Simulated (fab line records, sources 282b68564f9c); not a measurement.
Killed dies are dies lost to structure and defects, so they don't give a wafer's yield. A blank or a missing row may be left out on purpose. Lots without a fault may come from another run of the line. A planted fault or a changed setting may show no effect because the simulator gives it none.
Which tool did it? | flow rit_cmos | 14 lots, 42 wafers sampled, at 6 steps of a route of 202

WHAT THE GAUGES READ, wafer by wafer
RIT_ACTIVE_BOW_MEAS_00.
lot  | measured    | on            | INCOMING_BOW (um)
L983 | day 1 10:00 | film_metro-01 | 2 5 4
L984 | day 1 15:01 | film_metro-01 | -6 8 3
L985 | day 1 20:00 | film_metro-03 | 9 -11 13
L989 | day 2 16:01 | film_metro-03 | -1 -9 -8
L993 | day 3 12:01 | film_metro-04 | -13 0 -3
L994 | day 3 17:01 | film_metro-01 | 6 -6 -7
L996 | day 4 03:01 | film_metro-04 | -4 -10 11
L997 | day 4 08:00 | film_metro-04 | 6 2 -2
L998 | day 4 13:00 | film_metro-03 | 4 -2 -11
L100 | day 4 23:00 | film_metro-01 | -5 7 6
L102 | day 5 09:00 | film_metro-03 | 2 -4 2
L104 | day 5 19:02 | film_metro-04 | 6 -4 -8
L105 | day 6 00:01 | film_metro-04 | 4 -1 -3
L106 | day 6 05:01 | film_metro-01 | -4 1 -6

RIT_WELLDRIVE_RS_MEAS_01: measures by four-point-probe.
lot  | measured    | on            | NWELL_RS (ohm/sq)
L983 | day 2 04:01 | film_metro-02 | 275.4 275.7 276.1
L984 | day 2 10:58 | film_metro-02 | 275.2 276.7 276.2
L985 | day 2 16:43 | film_metro-02 | 276.7 276.4 276.9
L989 | day 3 11:26 | film_metro-01 | 274.5 275.3 275.1
L993 | day 4 08:28 | film_metro-02 | 276.0 275.4 275.3
L994 | day 4 14:23 | film_metro-02 | 275.7 275.3 275.9
L996 | day 5 00:22 | film_metro-04 | 275.5 275.2 276.2
L997 | day 5 02:48 | film_metro-04 | 274.7 275.1 275.8
L998 | day 5 09:00 | film_metro-04 | 275.7 275.3 276.0
L100 | day 5 20:03 | film_metro-02 | 275.5 275.2 275.9
L102 | day 6 03:43 | film_metro-04 | 276.6 275.8 276.5
L104 | day 6 17:28 | film_metro-04 | 275.5 275.0 274.9
L105 | day 6 20:04 | film_metro-01 | 275.0 276.1 276.1
L106 | day 6 23:36 | film_metro-01 | 276.6 276.1 276.3

RIT_NLDD_TW_MEAS_10.
lot  | measured    | on            | NLDD_TW
L983 | day 2 20:22 | film_metro-04 | 2498 2503 2501
L984 | day 3 02:17 | film_metro-03 | 2495 2486 2505
L985 | day 3 06:30 | film_metro-04 | 2512 2497 2497
L989 | day 4 02:22 | film_metro-03 | 2561 2560 2566
L993 | day 4 22:38 | film_metro-03 | 2483 2503 2507
L994 | day 5 05:53 | film_metro-04 | 2581 2577 2553
L996 | day 5 14:47 | film_metro-03 | 2500 2497 2512
L997 | day 5 21:29 | film_metro-03 | 2499 2495 2506
L998 | day 6 00:00 | film_metro-01 | 2472 2488 2481
L100 | day 6 12:55 | film_metro-04 | 2513 2506 2515
L102 | day 6 18:01 | film_metro-01 | 2464 2474 2477
L104 | day 7 06:58 | film_metro-03 | 2509 2512 2498
L105 | day 7 10:59 | film_metro-01 | 2458 2447 2457
L106 | day 7 18:30 | film_metro-01 | 2465 2467 2471

RIT_SDANNEAL_RS_MEAS_07: measures by four-point-probe.
lot  | measured    | on            | NLDD_RS (ohm/sq)
L983 | day 3 04:23 | film_metro-03 | 151.2 151.3 151.1
L984 | day 3 09:56 | film_metro-04 | 151.0 151.7 151.2
L985 | day 3 14:23 | film_metro-04 | 151.1 151.4 151.1
L989 | day 4 09:59 | film_metro-04 | 140.7 141.3 141.2
L993 | day 5 06:28 | film_metro-03 | 151.3 151.6 151.6
L994 | day 5 13:32 | film_metro-04 | 140.8 140.6 140.9
L996 | day 5 22:54 | film_metro-04 | 151.5 151.4 151.4
L997 | day 6 05:46 | film_metro-01 | 152.4 151.6 151.3
L998 | day 6 08:46 | film_metro-04 | 151.1 151.4 151.0
L100 | day 6 20:47 | film_metro-04 | 151.2 151.2 151.4
L102 | day 7 02:13 | film_metro-04 | 151.1 151.4 151.2
L104 | day 7 14:37 | film_metro-01 | 151.6 151.6 151.4
L105 | day 7 19:05 | film_metro-03 | 151.1 151.7 151.5
L106 | day 8 02:28 | film_metro-03 | 151.4 150.5 150.9

WHICH TOOL RAN EACH LOT (tool, then ch and the chambers of the sampled wafers, then the start)
lot  | RIT_NWELL_STRIP_09                  | RIT_NLDD_IMPLANT_08
L983 | plasma_asher-01 ch 0,1, day 1 20:44 | implanter-01 ch 0, day 2 20:02
L984 | plasma_asher-02 ch 1, day 2 03:40   | implanter-04 ch 0, day 3 01:59
L985 | plasma_asher-03 ch 0,1, day 2 09:15 | implanter-01 ch 0, day 3 06:11
L989 | plasma_asher-02 ch 0, day 3 04:33   | implanter-01 ch 0, day 4 02:04
L993 | plasma_asher-03 ch 0,1, day 4 00:28 | implanter-04 ch 0, day 4 22:19
L994 | plasma_asher-01 ch 0,1, day 4 07:11 | implanter-01 ch 0, day 5 05:34
L996 | plasma_asher-03 ch 0,1, day 4 16:34 | implanter-03 ch 0, day 5 14:29
L997 | plasma_asher-03 ch 0,1, day 4 19:56 | implanter-03 ch 0, day 5 21:10
L998 | plasma_asher-03 ch 1, day 5 02:08   | implanter-04 ch 0, day 5 23:40
L100 | plasma_asher-01 ch 0,1, day 5 12:46 | implanter-04 ch 0, day 6 12:36
L102 | plasma_asher-03 ch 0,1, day 5 20:51 | implanter-04 ch 0, day 6 17:42
L104 | plasma_asher-02 ch 0,1, day 6 10:01 | implanter-03 ch 0, day 7 06:41
L105 | plasma_asher-02 ch 0, day 6 12:47   | implanter-03 ch 0, day 7 10:40
L106 | plasma_asher-01 ch 0,1, day 6 16:19 | implanter-01 ch 0, day 7 18:11
- RIT_NWELL_STRIP_09: strips in O2, time 180 s.
- RIT_NLDD_IMPLANT_08

WHAT THE TOOLS THEMSELVES READ (means of the sampled wafers that have a number; where no wafer has one, the mark that the record gives instead)
RIT_NWELL_STRIP_09.
lot  | tool            | drypump_motor_current_A (A) | rf_refl_power_W (W)
L983 | plasma_asher-01 | 6.0                         | 6.3
L984 | plasma_asher-02 | 5.5                         | 4.7
L985 | plasma_asher-03 | 6.2                         | 6.1
L989 | plasma_asher-02 | 5.7                         | 7.7
L993 | plasma_asher-03 | 5.9                         | 6.9
L994 | plasma_asher-01 | 6.0                         | 6.4
L996 | plasma_asher-03 | 5.9                         | 6.9
L997 | plasma_asher-03 | 6.2                         | 6.4
L998 | plasma_asher-03 | 5.7                         | 7.7
L100 | plasma_asher-01 | 6.2                         | 6.3
L102 | plasma_asher-03 | 6.2                         | 6.3
L104 | plasma_asher-02 | 5.5                         | 5.5
L105 | plasma_asher-02 | 5.6                         | 8.0
L106 | plasma_asher-01 | 6.2                         | 6.2

RIT_NLDD_IMPLANT_08.
lot  | tool         | dose_ions_cm2 | faraday_current_uA
L983 | implanter-01 | 5e+14         | 1583
L984 | implanter-04 | 5e+14         | 1563
L985 | implanter-01 | 5e+14         | 1577
L989 | implanter-01 | 5e+14         | 1706
L993 | implanter-04 | 5e+14         | 1581
L994 | implanter-01 | 5e+14         | 1736
L996 | implanter-03 | 5e+14         | 1592
L997 | implanter-03 | 5e+14         | 1604
L998 | implanter-04 | 5e+14         | 1570
L100 | implanter-04 | 5e+14         | 1554
L102 | implanter-04 | 5e+14         | 1561
L104 | implanter-03 | 5e+14         | 1559
L105 | implanter-03 | 5e+14         | 1555
L106 | implanter-01 | 5e+14         | 1564

THE ANSWER, worked out from the rows above alone
Rule: what is usual is taken from the lots themselves. Put in order of their means at a reading, lots are off if they are a third of the lots or fewer, leave a main group of 4 or more, and stand apart from it by a gap of 3 or more times the standard deviation of the main group's means; of several such gaps the widest counts. A main group whose means are all the same, to the digits that the tables above print for the reading, isn't used. A lot without any number at a reading at which 4 lots or more have one is off too. The other lots that the step has rows for count as sound. The gauges are gone through in route order, then the tools' own readings, and for those a lot's mean is taken as printed above. The first step at which some lot is off is used, and at that step the reading that is off furthest; a lot without a number counts as furthest.
Off: L989, L994, at RIT_SDANNEAL_RS_MEAS_07 (NLDD_RS). The main group: mean 151.3 ohm/sq, standard deviation 0.21.
A tool fits if, at a process step before that reading, it ran every lot that is off, and no sound lot after the first of them. The gauges at RIT_SDANNEAL_RS_MEAS_07 aren't tried: what is off there is off at RIT_NLDD_IMPLANT_08 too, on other tools, and a gauge's error can't cause that. None of those tried fits.

WHAT THE SIMULATOR HAD PUT IN
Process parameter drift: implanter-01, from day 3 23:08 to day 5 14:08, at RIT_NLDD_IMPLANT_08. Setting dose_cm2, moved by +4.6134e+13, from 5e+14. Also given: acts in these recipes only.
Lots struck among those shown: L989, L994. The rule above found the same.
